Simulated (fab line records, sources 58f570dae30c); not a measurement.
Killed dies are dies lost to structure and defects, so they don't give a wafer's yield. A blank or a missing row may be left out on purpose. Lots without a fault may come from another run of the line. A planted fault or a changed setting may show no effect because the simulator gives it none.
fab line records | flow berkeley_cmos170
record lots=14 wafers=42 last_day=12
route steps=331 shown GATE@136
lots that met no fault: from a run of the same line without faults
start_h: hours from the record's first day to the start of the lot's first wafer shown | wait_h: hours since the lot's step before | " the same as in the row above | L1.1+2: a row that stands for several wafers | - no value, or no start given | * or withheld: withheld | < > ~ a bound
route shown NAME@n: a module of which the file shows steps, and the number in the route of the first | usual: mean/standard deviation of fault-free wafers | same: alike in all rows | chamber/n: place in a boat | sites: the reading at each site | _std_site: their standard deviation | _edge_site: outer sites' mean less inner sites' | radius_mm: how far each site lies from the wafer's centre | mask NAME#n: copy n | behind: the tool/chamber that last shaped the wafer | hold: why the lot was held/for how many hours/how that ended | device: the transistor (n, p or np) that didn't switch | end of line: the same wafers' tests at the end of the route | a step without rows: its recipe alone | killed: dies lost to structure and defects at the first sort, not the wafer's yield | map: a wafer's dies, x killed, . not, _ none there
set.NAME: the setting as run; set.NAME@STEP: as run at that earlier step | model.NAME: the simulator's own value behind a step, which no gauge read
steps of the route over a sample of lots; a table a step, a row a wafer
services: from which hour (start_h, from the record's first day; less than 0 if before it) a tool's chamber was out of use, for how many hours, and why
## steps
# step UCB170_GATE_PEB_10
# recipe peb_temp_c=130 peb_time_s=withheld resist=KrF
# usual heater_power_total_W=57.04/0.049 plate_temp_C=130.03/0.15
# columns lot.wafer tool chamber start_h wait_h heater_power_total_W plate_temp_C
L844.2 litho_track-02 0 106.29 0.2 57.02 129.95
L844.3 " 0 " " 57.06 130.17
L844.6 " 0 " " 57.02 130.09
L845.1 litho_track-02 0 127.16 0.1 57.08 130.24
L845.2 " 0 " " 57.00 130.14
L845.4 " 0 " " 57.03 130.21
L847.4 litho_track-02 0 136.07 0.3 56.99 129.98
L847.5 " 0 " " 57.00 129.90
L847.6 " 0 " " 57.03 129.87
L846.1 litho_track-01 0 136.71 0.1 57.07 129.90
L846.5 " 0 " " 57.16 130.06
L846.6 " 0 " " 56.97 129.87
L849.1 litho_track-01 0 139.11 0.1 57.03 129.88
L849.2 " 0 " " 57.06 129.73
L849.5 " 0 " " 57.13 130.07
L851.1 litho_track-02 0 163.02 0.1 56.99 129.79
L851.2 " 0 " " 57.12 129.86
L851.6 " 0 " " 57.06 129.78
L853.1 litho_track-02 0 170.82 0.1 52.13 121.38
L853.2 " 0 " " 52.05 121.40
L853.6 " 0 " " 51.97 121.32
L858.2 litho_track-02 0 187.61 0.2 52.08 121.19
L858.3 " 0 " " 52.19 121.41
L858.6 " 0 " " 52.04 121.28
L860.3 litho_track-03 0 208.18 0.1 57.04 130.16
L860.4 " 0 " " 57.10 130.22
L860.6 " 0 " " 57.09 130.22
L861.2 litho_track-01 0 214.48 0.1 57.07 130.20
L861.5 " 0 " " 57.04 129.93
L861.6 " 0 " " 57.00 130.01
L862.2 litho_track-03 0 223.41 0.1 57.08 130.13
L862.4 " 0 " " 57.05 130.03
L862.6 " 0 " " 57.04 129.85
L863.1 litho_track-01 0 223.50 0.1 57.12 129.97
L863.2 " 0 " " 57.06 129.66
L863.5 " 0 " " 57.11 129.90
L864.4 litho_track-01 0 228.65 0.1 57.02 129.95
L864.5 " 0 " " 57.03 130.02
L864.6 " 0 " " 57.01 130.09
L866.1 litho_track-01 0 236.13 0.5 57.01 130.04
L866.2 " 0 " " 57.06 129.80
L866.6 " 0 " " 57.03 129.96
# step UCB170_GATE_CD_MEAS_12
# recipe target_cd_nm=350
# usual cd_nm=350.1/1.4
# columns lot.wafer tool chamber start_h wait_h cd_nm
L844.2 cd_sem-02 - 106.57 - 351.4
L844.3 " - " " 349.9
L844.6 " - " " 350.2
L845.1 cd_sem-02 - 127.44 - 349.6
L845.2 " - " " 349.4
L845.4 " - " " 350.8
L847.4 cd_sem-01 - 136.33 - 351.1
L847.5 " - " " 350.9
L847.6 " - " " 351.5
L846.1 cd_sem-02 - 136.98 - 352.7
L846.5 " - " " 352.0
L846.6 " - " " 350.4
L849.1 cd_sem-01 - 139.38 - 350.7
L849.2 " - " " 352.5
L849.5 " - " " 351.7
L851.1 cd_sem-01 - 163.29 - 350.6
L851.2 " - " " 351.2
L851.6 " - " " 351.7
L853.1 cd_sem-01 - 171.10 - 430.7
L853.2 " - " " 431.5
L853.6 " - " " 430.5
L858.2 cd_sem-01 - 187.97 - 432.4
L858.3 " - " " 432.5
L858.6 " - " " 433.4
L860.3 cd_sem-02 - 208.45 - 352.4
L860.4 " - " " 352.9
L860.6 " - " " 351.9
L861.2 cd_sem-01 - 214.75 - 351.2
L861.5 " - " " 351.0
L861.6 " - " " 351.8
L862.2 cd_sem-02 - 223.68 - 347.8
L862.4 " - " " 350.0
L862.6 " - " " 349.9
L863.1 cd_sem-01 - 223.78 - 351.5
L863.2 " - " " 350.2
L863.5 " - " " 351.0
L864.4 cd_sem-01 - 228.91 - 350.1
L864.5 " - " " 350.8
L864.6 " - " " 349.4
L866.1 cd_sem-01 - 236.47 - 349.9
L866.2 " - " " 350.5
L866.6 " - " " 349.8
## services
# columns tool chamber start_h hours kind
litho_track-02 - 122.38 - consumable_replace:filter
## key
first_sign step=UCB170_GATE_PEB_10 reading=heater_power_total_W direction=down sigmas=99+ usual=57.04 struck=52.08
effect step=UCB170_GATE_PEB_10 reading=plate_temp_C direction=down sigmas=59 usual=* struck=*
effect step=UCB170_GATE_CD_MEAS_12 reading=cd_nm direction=up sigmas=58 usual=350.1 struck=431.8
met_at UCB170_GATE_PEB_10
struck_lots L853,L858
later_rows_left_out L853.1,L853.2,L853.6,L858.2,L858.3
sort_left_out L853.1,L853.2,L853.6,L858.2,L858.3,L858.6
tester_left_out L853,L858
onset_between 163.02 170.82
fault kind=process_parameter_drift tool=litho_track-02 chamber=- onset_h=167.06 steps=UCB170_GATE_PEB_10 channel=peb_temp_c offset=* shape=step end_h=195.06 acts_in=* stated=*
# tester_left_out: of these lots the tester's yield and bins aren't shown, on N5 and GAA mostly nor the transistor test; their killed dies are dies lost to structure and defects alone, not to doping, threshold or leakage, so they don't give the yield
# sort_left_out: the simulated sort isn't trusted on such a fault, so these wafers' sort isn't shown, and their yield isn't known
# later_rows_left_out: the simulator's readings of these wafers behind a module that went badly wrong aren't trusted and aren't shown, but for the sort
